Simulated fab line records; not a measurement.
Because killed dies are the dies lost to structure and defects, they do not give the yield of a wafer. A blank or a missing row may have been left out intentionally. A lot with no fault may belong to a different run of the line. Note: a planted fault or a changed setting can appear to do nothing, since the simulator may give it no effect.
A lot that was struck, set against a sound lot / flow rit_cmos / 18 out of 202 route steps
Sound: these wafers, L287.2, L287.4, L287.6. Struck: wafers L288.1, L288.5, L288.6. At the end, the cause is stated.
At each step with rows: each side's tool, then ch and its chambers, then its first start. Under that, the readings that differ: sound wafers / struck wafers / difference of the means / sigmas: that difference in standard deviations of wafers without a fault.
alike: words and numbers the same on both sides, and readings whose means are apart by under 2 such deviations; not compared: readings that were withheld, readings missing a value for some wafer, numbers with overlapping values and no deviation given by the record, and bounds like >300 which may hide the same value.
A row with sigmas, a row that says differs or no value, or rows on one side alone: a step with any of these is where the two part. When numbers do not overlap yet have no deviation, they are printed without sigmas and do not part them. Lack of a reading on every wafer of one side parts them only where that side has two or more wafers.

first, 1 step without rows for these wafers: RIT_GATE_HARDBAKE_18 (time 60 s).
RIT_GATE_ETCH_19: etches poly-Si in SF6/CHF3/O2, stops on SiO2, time 165 s, target depth 312.5 nm.
  sound on rie_si-01 ch 1,2,3, day 5 15:28; struck on rie_si-02 ch 0,1,3, day 5 15:40
  alike: drypump_motor_current_A, oes_product_au, throttle_valve_pct
  not compared: rf_hours_counter_h
RIT_GATE_STRIP_20: strips in O2, time 180 s.
  sound on plasma_asher-01 ch 0,1, day 5 15:39; struck on plasma_asher-02 ch 0,1, day 5 15:46
  alike: drypump_motor_current_A
  not compared: rf_hours_counter_h
RIT_GATE_CD_MEAS_90: the cd target is 150 nm.
  sound on cd_sem-01, day 5 15:50; struck on cd_sem-02, day 5 15:57
  alike: cd_nm
then, 4 steps without rows for these wafers: RIT_REOX_CLEAN_00 (cleans in SC1, time 600 s); RIT_REOX_CLEAN_01 (cleans in dHF, time 30 s); RIT_REOX_CLEAN_02 (cleans in SC2, time 600 s); RIT_REOX_OXIDATION_03 (target thk 25.2 nm, ox time 5580 s).
RIT_REOX_THK_MEAS_04:
  sound on film_metro-02, day 5 19:56; struck on film_metro-01, day 5 19:55
  alike: REOX_OXIDE_THK
then, 3 steps without rows for these wafers: RIT_NLDD_HMDS_00 (prime time 60 s); RIT_NLDD_COAT_01 (resist thk 1000 nm); RIT_NLDD_SOFTBAKE_02 (time 60 s).
RIT_NLDD_EXPOSE_03: exposes mask M7, target cd 40700 nm.
  sound on iline_stepper-02 ch 0, day 5 20:52; struck on iline_stepper-01 ch 0, day 5 20:37
reading=model.NLDD.overlay_x_nm (nm); sound=0.03017 0.03017 0.03017; struck=-150.9 -150.9 -150.9; difference=-150.9; sigmas=
  alike: mask
then, 2 steps without rows for these wafers: RIT_NLDD_PEB_04; RIT_NLDD_DEVELOP_05 (develop time 50 s).
RIT_NLDD_OVL_MEAS_06:
  sound on overlay-02, day 5 21:23; struck on overlay-01, day 5 21:09
reading=NLDD_OVL (nm); sound=0.2 0.2 1.3; struck=-151.3 -150.1 -151.1; difference=-151.4; sigmas=-99 or more
then, 1 step without rows for these wafers: RIT_NLDD_HARDBAKE_07 (time 60 s).
RIT_M1_PROBE_99:
  sound on prober-01, day 6 13:47; struck on prober-01, day 6 13:26
reading=killed_at_front_end; sound=2 3 2; struck=12 6 7; difference=+6; sigmas=+2
reading=killed_dies; sound=2 3 2; struck=12 6 7; difference=+6; sigmas=+2
reading=model.etest.nldd.width_nm (nm); sound=3205 3186 3203; struck=3092 3111 3122; difference=-90; sigmas=
  alike: killed_at_contacts, killed_open, killed_short

WHERE THEY PART
First at RIT_NLDD_OVL_MEAS_06; last, within this record, at RIT_M1_PROBE_99.

WHY: what the simulator had put in
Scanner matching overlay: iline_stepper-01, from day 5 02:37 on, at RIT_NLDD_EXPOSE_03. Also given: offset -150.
